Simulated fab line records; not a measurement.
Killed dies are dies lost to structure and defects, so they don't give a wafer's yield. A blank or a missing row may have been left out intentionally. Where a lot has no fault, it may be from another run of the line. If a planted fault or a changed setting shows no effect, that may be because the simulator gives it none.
fab line records + flow berkeley-cmos170
[record]
- lots = 14
- wafers = 42
- last-day = 12
route steps=331 shown NWELL@27 GATE@128
lots that met no fault: taken from a fault-free run of the same line
start-h: start of the lot's first displayed wafer, in hours after the record's first day + wait-h: hours from the lot's prior step to this one + " identical to the entry in the row above + L1.1+2: a row that stands for several wafers + - value missing, or start not given + * or withheld: withheld + < > ~ a bound
route shown NAME@n: a module of which the file shows steps, and the number in the route of the first + usual: mean/standard deviation taken from wafers without a fault + same: alike in all rows + chamber/n: place in a boat + sites: the reading at each site + _std_site: standard deviation across them + _edge_site: the outer-site mean with the inner-site mean subtracted + radius-mm: for every site, how far away it sits from the centre of the wafer + mask NAME#n: copy n + behind: the last tool/chamber to shape the wafer + hold: what put the lot on hold/how long, in hours/how the hold closed + device: transistor that didn't switch, given as n, p or np + end of line: tests of these same wafers at the route's end + a step without rows: its recipe alone + killed: dies that structure and defects cost at the first sort, which is not the same as the wafer's yield + map: the dies of a wafer, with x for killed, . for not killed, _ for no die there
set.NAME: the setting that was run; set.NAME@STEP: the one run at that earlier step + model.NAME: the simulator's own value behind a step, which no gauge read
one table for each step of the route and one row for each wafer, over a sample of lots
services: the hour from which a tool's chamber was out of use, counted from the record's first day as start-h (under 0 if before that day), plus the number of hours and why
[[steps]]
[step UCB170_NWELL_ETCH_13]
[recipe]
- chemistry = CH3F/Ar/O2
- target = Si3N4
- stop-on = SiO2
- CH3F_flow_sccm = 20
- Ar_flow_sccm = 50
- O2_flow_sccm = 7
- pressure-mtorr = 50
- rf-w = 450
- target-depth-a = 2464
- over-etch-frac = 0.1
- time-s = 154
[usual]
- chamber-pressure-mTorr = 49.99/0.042
- drypump-motor-current-A = 5.5/0.51
- oes-product-au = 0.945/0.016
- rf-fwd-power-W = 448.0/1.5
- throttle-valve-pct = 8.05/0.094
| lot.wafer | tool        | chamber | start-h | wait-h | chamber-pressure-mTorr | drypump-motor-current-A | oes-product-au | rf-fwd-power-W | rf-hours-counter-h | throttle-valve-pct |
|-----------|-------------|---------|---------|--------|------------------------|-------------------------|----------------|----------------|--------------------|--------------------|
| L749.1    | rie-diel-01 | 3       | 25.63   | 0.0    | 50.07                  | 6.0                     | 0.948          | 448.9          | 113                | 8.02               |
| L749.2    | "           | 0       | "       | "      | 49.90                  | 5.2                     | 0.945          | 448.6          | 110                | 8.05               |
| L749.3    | "           | 2       | "       | "      | 50.02                  | 6.5                     | 0.935          | 448.0          | 23                 | 7.98               |
| L750.2    | rie-diel-02 | 2       | 30.46   | 0.0    | 49.99                  | 5.5                     | 0.981          | 449.5          | 143                | 8.03               |
| L750.4    | "           | 0       | "       | "      | 49.99                  | 5.3                     | 0.942          | 447.1          | 88                 | 8.11               |
| L750.6    | "           | 0       | "       | "      | 50.03                  | 5.3                     | 0.940          | 448.7          | -                  | 8.11               |
| L751.2    | rie-diel-01 | 2       | 37.90   | 0.0    | 49.96                  | 6.5                     | 0.941          | 450.2          | 24                 | 7.97               |
| L751.3    | "           | 3       | "       | "      | 50.03                  | 6.0                     | 0.953          | 446.3          | 114                | 8.04               |
| L751.4    | "           | 0       | "       | "      | 50.08                  | 5.2                     | 0.954          | 448.3          | 110                | 8.06               |
| L752.1    | rie-diel-03 | 0       | 49.29   | 0.0    | 49.96                  | 5.4                     | 0.933          | 447.9          | 43                 | 8.05               |
| L752.2    | "           | 3       | "       | "      | 50.03                  | 5.2                     | 0.972          | 448.0          | 12                 | 8.29               |
| L752.4    | "           | 1       | "       | "      | 49.98                  | 5.8                     | 0.950          | 446.9          | 10                 | 7.94               |
| L753.3    | rie-diel-02 | 1       | 49.53   | 0.0    | 49.92                  | 6.4                     | 0.950          | 450.1          | 37                 | 8.13               |
| L753.4    | "           | 3       | "       | "      | 49.95                  | 4.9                     | 0.944          | 447.9          | 14                 | 7.92               |
| L753.5    | "           | 3       | "       | "      | 50.02                  | 4.9                     | 0.946          | 447.3          | -                  | 7.91               |
| L754.1    | rie-diel-01 | 3       | 57.73   | 0.0    | 50.05                  | 6.0                     | 0.949          | 447.9          | 115                | 8.02               |
| L754.2    | "           | 2       | "       | "      | 49.96                  | 6.5                     | 0.940          | 452.5          | 25                 | 7.96               |
| L754.6    | "           | 1       | "       | "      | 49.99                  | 5.4                     | 0.954          | 448.6          | -                  | 8.04               |
| L756.3    | rie-diel-03 | 3       | 62.12   | 0.0    | 49.96                  | 5.2                     | 0.970          | 447.9          | 13                 | 8.29               |
| L756.4    | "           | 1       | "       | "      | 49.97                  | 5.7                     | 0.943          | 446.5          | 11                 | 7.92               |
| L756.6    | "           | 0       | "       | "      | 49.98                  | 5.4                     | 0.940          | 446.4          | -                  | 8.07               |
| L757.1    | rie-diel-01 | 0       | 69.12   | 0.0    | 49.96                  | 5.2                     | 0.947          | 448.6          | 111                | 8.06               |
| L757.5    | "           | 1       | "       | "      | 49.95                  | 5.4                     | 0.954          | 446.5          | -                  | 8.06               |
| L757.6    | "           | 0       | "       | "      | 49.96                  | 5.2                     | 0.947          | 447.7          | -                  | 8.05               |
| L758.4    | rie-diel-01 | 0       | 76.20   | 0.0    | 49.97                  | 5.2                     | 0.855          | 269.1          | 112                | 8.05               |
| L758.5    | "           | 3       | "       | "      | 50.03                  | 6.0                     | 0.865          | 266.2          | -                  | 8.01               |
| L758.6    | "           | 0       | "       | "      | 49.99                  | 5.2                     | 0.857          | 268.6          | -                  | 8.06               |
| L762.2    | rie-diel-01 | 1       | 95.77   | 0.0    | 49.94                  | 5.3                     | 0.875          | 266.2          | 31                 | 8.02               |
| L762.3    | "           | 2       | "       | "      | 49.98                  | 6.5                     | 0.853          | 268.5          | 26                 | 7.96               |
| L762.5    | "           | 2       | "       | "      | 49.95                  | 6.5                     | 0.836          | 268.3          | -                  | 7.97               |
| L767.2    | rie-diel-02 | 3       | 121.49  | 0.0    | 50.01                  | 4.9                     | 0.934          | 447.5          | 18                 | 7.92               |
| L767.4    | "           | 2       | "       | "      | 49.93                  | 5.5                     | 0.975          | 445.5          | -                  | 8.03               |
| L767.6    | "           | 3       | "       | "      | 49.99                  | 4.9                     | 0.939          | 448.4          | -                  | 7.92               |
| L769.1    | rie-diel-02 | 1       | 125.40  | 0.0    | 50.00                  | 6.4                     | 0.948          | 450.8          | 42                 | 8.14               |
| L769.5    | "           | 1       | "       | "      | 50.01                  | 6.4                     | 0.941          | 449.0          | -                  | 8.15               |
| L769.6    | "           | 0       | "       | "      | 49.95                  | 5.3                     | 0.934          | 447.7          | -                  | 8.11               |
| L771.1    | rie-diel-03 | 2       | 146.32  | 0.0    | 50.05                  | 4.8                     | 0.916          | 447.8          | 47                 | 8.02               |
| L771.2    | "           | 1       | "       | "      | 50.00                  | 5.8                     | 0.957          | 447.0          | 15                 | 7.93               |
| L771.5    | "           | 1       | "       | "      | 49.94                  | 5.7                     | 0.942          | 446.9          | -                  | 7.93               |
| L772.1    | rie-diel-02 | 0       | 152.91  | 0.0    | 49.96                  | 5.3                     | 0.946          | 446.6          | 93                 | 8.10               |
| L772.2    | "           | 1       | "       | "      | 50.03                  | 6.4                     | 0.946          | 448.5          | 43                 | 8.14               |
| L772.4    | "           | 3       | "       | "      | 50.08                  | 4.8                     | 0.945          | 446.2          | 19                 | 7.92               |
[step UCB170_NWELL_STRIP_15]
[recipe]
- chemistry = O2
- power-w = 400
- pressure-mtorr = 3500
- platen-temp-c = withheld
- o2-flow-sccm = 400
- overash-fraction = 0.5
[usual]
- chamber-pressure-mTorr = 3500/3.2
- drypump-motor-current-A = 6.1/0.4
- oes-product-au = 0.721/0.0045
- strip-time-to-endpoint-s = 18.01/0.078
| lot.wafer | tool            | chamber | start-h | wait-h | chamber-pressure-mTorr | drypump-motor-current-A | oes-product-au | rf-hours-counter-h | strip-time-to-endpoint-s |
|-----------|-----------------|---------|---------|--------|------------------------|-------------------------|----------------|--------------------|--------------------------|
| L749.1    | plasma-asher-01 | 0       | 25.88   | 0.1    | 3503                   | 6.3                     | 0.726          | 32                 | 17.96                    |
| L749.2    | "               | 1       | "       | "      | 3492                   | 6.0                     | 0.719          | 32                 | 17.99                    |
| L749.3    | "               | 1       | "       | "      | 3500                   | 6.0                     | 0.727          | -                  | 18.08                    |
| L750.2    | plasma-asher-02 | 1       | 30.71   | 0.1    | 3498                   | 6.6                     | 0.723          | 30                 | 18.06                    |
| L750.4    | "               | 1       | "       | "      | 3501                   | 6.6                     | 0.724          | -                  | 17.97                    |
| L750.6    | "               | 1       | "       | "      | 3502                   | 6.5                     | 0.720          | -                  | 17.93                    |
| L751.2    | plasma-asher-01 | 1       | 38.15   | 0.1    | 3498                   | 6.0                     | 0.728          | 33                 | 18.08                    |
| L751.3    | "               | 1       | "       | "      | 3496                   | 6.0                     | 0.719          | -                  | 18.05                    |
| L751.4    | "               | 0       | "       | "      | 3504                   | 6.3                     | 0.716          | -                  | 18.10                    |
| L752.1    | plasma-asher-01 | 0       | 49.54   | 0.1    | 3503                   | 6.3                     | 0.727          | 34                 | 18.14                    |
| L752.2    | "               | 1       | "       | "      | 3499                   | 6.0                     | 0.736          | 34                 | 18.17                    |
| L752.4    | "               | 1       | "       | "      | 3493                   | 6.0                     | 0.719          | -                  | 18.05                    |
| L753.3    | plasma-asher-02 | 0       | 49.81   | 0.1    | 3501                   | 5.9                     | 0.719          | -                  | 18.05                    |
| L753.4    | "               | 1       | "       | "      | 3499                   | 6.6                     | 0.715          | -                  | 18.08                    |
| L753.5    | "               | 0       | "       | "      | 3502                   | 5.8                     | 0.715          | -                  | 18.08                    |
| L754.1    | plasma-asher-02 | 1       | 57.99   | 0.1    | 3504                   | 6.6                     | 0.717          | 33                 | 18.15                    |
| L754.2    | "               | 0       | "       | "      | 3500                   | 5.9                     | 0.720          | 33                 | 18.15                    |
| L754.6    | "               | 0       | "       | "      | 3500                   | 5.9                     | 0.713          | -                  | 18.07                    |
| L756.3    | plasma-asher-02 | 1       | 62.41   | 0.1    | 3506                   | 6.6                     | 0.722          | -                  | 17.97                    |
| L756.4    | "               | 0       | "       | "      | 3493                   | 5.9                     | 0.720          | -                  | 17.90                    |
| L756.6    | "               | 0       | "       | "      | 3503                   | 5.9                     | 0.721          | -                  | 18.02                    |
| L757.1    | plasma-asher-03 | 0       | 69.37   | 0.1    | 3499                   | 5.4                     | 0.717          | 29                 | 18.04                    |
| L757.5    | "               | 0       | "       | "      | 3497                   | 5.4                     | 0.721          | -                  | 17.99                    |
| L757.6    | "               | 1       | "       | "      | 3500                   | 6.5                     | 0.721          | -                  | 18.06                    |
| L758.4    | plasma-asher-02 | 1       | 76.49   | 0.1    | 3496                   | 6.6                     | 0.719          | -                  | 18.88                    |
| L758.5    | "               | 1       | "       | "      | 3497                   | 6.6                     | 0.725          | -                  | 18.79                    |
| L758.6    | "               | 0       | "       | "      | 3505                   | 5.9                     | 0.722          | -                  | 18.89                    |
| L762.2    | plasma-asher-02 | 1       | 96.02   | 0.1    | 3499                   | 6.6                     | 0.720          | 37                 | 18.85                    |
| L762.3    | "               | 0       | "       | "      | 3503                   | 5.9                     | 0.721          | -                  | 18.99                    |
| L762.5    | "               | 1       | "       | "      | 3510                   | 6.6                     | 0.727          | -                  | 18.96                    |
| L767.2    | plasma-asher-02 | 0       | 121.74  | 0.1    | 3498                   | 5.9                     | 0.725          | 40                 | 18.06                    |
| L767.4    | "               | 1       | "       | "      | 3494                   | 6.6                     | 0.712          | -                  | 18.16                    |
| L767.6    | "               | 1       | "       | "      | 3501                   | 6.6                     | 0.718          | -                  | 18.05                    |
| L769.1    | plasma-asher-03 | 0       | 125.65  | 0.1    | 3502                   | 5.4                     | 0.726          | 37                 | 17.91                    |
| L769.5    | "               | 1       | "       | "      | 3497                   | 6.5                     | 0.723          | -                  | 17.96                    |
| L769.6    | "               | 0       | "       | "      | 3499                   | 5.4                     | 0.720          | -                  | 18.01                    |
| L771.1    | plasma-asher-03 | 1       | 146.57  | 0.1    | 3501                   | 6.5                     | 0.724          | 39                 | 17.94                    |
| L771.2    | "               | 0       | "       | "      | 3501                   | 5.3                     | 0.720          | 39                 | 17.95                    |
| L771.5    | "               | 1       | "       | "      | 3495                   | 6.5                     | 0.722          | -                  | 17.87                    |
| L772.1    | plasma-asher-01 | 1       | 153.16  | 0.1    | 3501                   | 6.0                     | 0.725          | 46                 | 18.01                    |
| L772.2    | "               | 0       | "       | "      | 3503                   | 6.3                     | 0.725          | 46                 | 17.92                    |
| L772.4    | "               | 1       | "       | "      | 3501                   | 6.0                     | 0.724          | -                  | 17.93                    |
[step UCB170_GATE_THK_MEAS_02]
[recipe]
- reads = SiO2_of_GATE_OXIDATION_01
[usual]
- GATE_OXIDE_THK = 6.65/0.16
| lot.wafer | tool          | chamber | start-h | wait-h | GATE_OXIDE_THK[nm] |
|-----------|---------------|---------|---------|--------|--------------------|
| L749.1    | film-metro-01 | -       | 116.17  | 0.2    | 6.51               |
| L749.2    | "             | -       | "       | "      | 6.50               |
| L749.3    | "             | -       | "       | "      | 6.47               |
| L750.2    | film-metro-02 | -       | 116.20  | 0.2    | 6.60               |
| L750.4    | "             | -       | "       | "      | 6.70               |
| L750.6    | "             | -       | "       | "      | 6.65               |
| L751.2    | film-metro-03 | -       | 121.52  | 0.0    | 6.51               |
| L751.3    | "             | -       | "       | "      | 6.55               |
| L751.4    | "             | -       | "       | "      | 6.52               |
| L752.1    | film-metro-01 | -       | 124.51  | 0.0    | 6.31               |
| L752.2    | "             | -       | "       | "      | 6.46               |
| L752.4    | "             | -       | "       | "      | 6.42               |
| L753.3    | film-metro-03 | -       | 124.53  | 0.0    | 6.58               |
| L753.4    | "             | -       | "       | "      | 6.59               |
| L753.5    | "             | -       | "       | "      | 6.60               |
| L754.1    | film-metro-02 | -       | 154.41  | 0.0    | 6.71               |
| L754.2    | "             | -       | "       | "      | 6.84               |
| L754.6    | "             | -       | "       | "      | 6.80               |
| L757.1    | film-metro-01 | -       | 154.41  | 0.0    | 6.83               |
| L757.5    | "             | -       | "       | "      | 6.65               |
| L757.6    | "             | -       | "       | "      | 6.77               |
| L756.3    | film-metro-03 | -       | 154.43  | 0.0    | 6.67               |
| L756.4    | "             | -       | "       | "      | 6.81               |
| L756.6    | "             | -       | "       | "      | 7.00               |
| L769.1    | film-metro-03 | -       | 216.42  | 0.0    | 6.38               |
| L769.5    | "             | -       | "       | "      | 6.46               |
| L769.6    | "             | -       | "       | "      | 6.41               |
| L767.2    | film-metro-02 | -       | 216.43  | 0.0    | 6.66               |
| L767.4    | "             | -       | "       | "      | 6.62               |
| L767.6    | "             | -       | "       | "      | 6.74               |
| L771.1    | film-metro-01 | -       | 226.42  | 0.0    | 6.80               |
| L771.2    | "             | -       | "       | "      | 6.67               |
| L771.5    | "             | -       | "       | "      | 6.70               |
| L772.1    | film-metro-01 | -       | 236.35  | 0.0    | 6.39               |
| L772.2    | "             | -       | "       | "      | 6.39               |
| L772.4    | "             | -       | "       | "      | 6.37               |
[[services]]
| tool            | chamber | start-h | hours | kind   |
|-----------------|---------|---------|-------|--------|
| rie-diel-03     | 2       | 8.47    | 8.2   | repair |
| rie-diel-02     | 0       | 18.75   | 3.9   | repair |
| rie-diel-02     | 2       | 31.62   | 4.7   | repair |
| rie-diel-02     | 3       | 35.44   | 1.7   | repair |
| rie-diel-02     | 3       | 56.25   | 3.9   | repair |
| plasma-asher-03 | -       | 61.43   | 1.8   | repair |
| rie-diel-03     | 2       | 71.42   | 2.0   | repair |
| rie-diel-01     | 0       | 83.34   | 1.3   | repair |
| rie-diel-02     | 1       | 96.92   | 7.6   | repair |
| rie-diel-02     | 0       | 103.72  | 20.2  | repair |
| rie-diel-01     | 2       | 119.27  | 7.8   | repair |
| plasma-asher-01 | -       | 126.32  | 7.1   | repair |
| rie-diel-03     | 0       | 143.16  | 126.4 | repair |
[[key]]
[first-sign]
- step = UCB170_NWELL_ETCH_13
- reading = rf-fwd-power-W
- direction = down
- sigmas = 99+
- usual = 448.0
- struck = 267.8
[effect]
- step = UCB170_NWELL_ETCH_13
- reading = oes-product-au
- direction = down
- sigmas = 5.7
- usual = 0.945
- struck = 0.857
[effect]
- step = UCB170_NWELL_STRIP_15
- reading = strip-time-to-endpoint-s
- direction = up
- sigmas = 11
- usual = *
- struck = *
met-at UCB170_NWELL_ETCH_13
struck-lots L758,L762
later-rows-left-out L758.4,L758.5,L758.6,L762.2,L762.3,L762.5
sort-left-out L758.4,L758.5,L758.6,L762.2,L762.3,L762.5
tester-left-out L758,L762
not-acting-at UCB170_GATE_THK_MEAS_02
onset-between 69.12 76.20
[fault]
- kind = process-parameter-drift
- tool = rie-diel-01
- chamber = -
- onset-h = 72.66
- steps = UCB170_NWELL_ETCH_13
- channel = rf-w
- offset = -180
- shape = step
- end-h = 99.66
- acts-in = these-recipes-only
- stated = 450
// tester-left-out: of these lots the tester's yield and bins aren't shown, on N5 and GAA mostly nor the transistor test; their killed dies are dies lost to structure and defects alone, not to doping, threshold or leakage, so they don't give the yield
// sort-left-out: the simulated sort isn't trusted on such a fault, so these wafers' sort isn't shown, and their yield isn't known
// later-rows-left-out: the simulator's readings of these wafers behind a module that went badly wrong aren't trusted and aren't shown, but for the sort
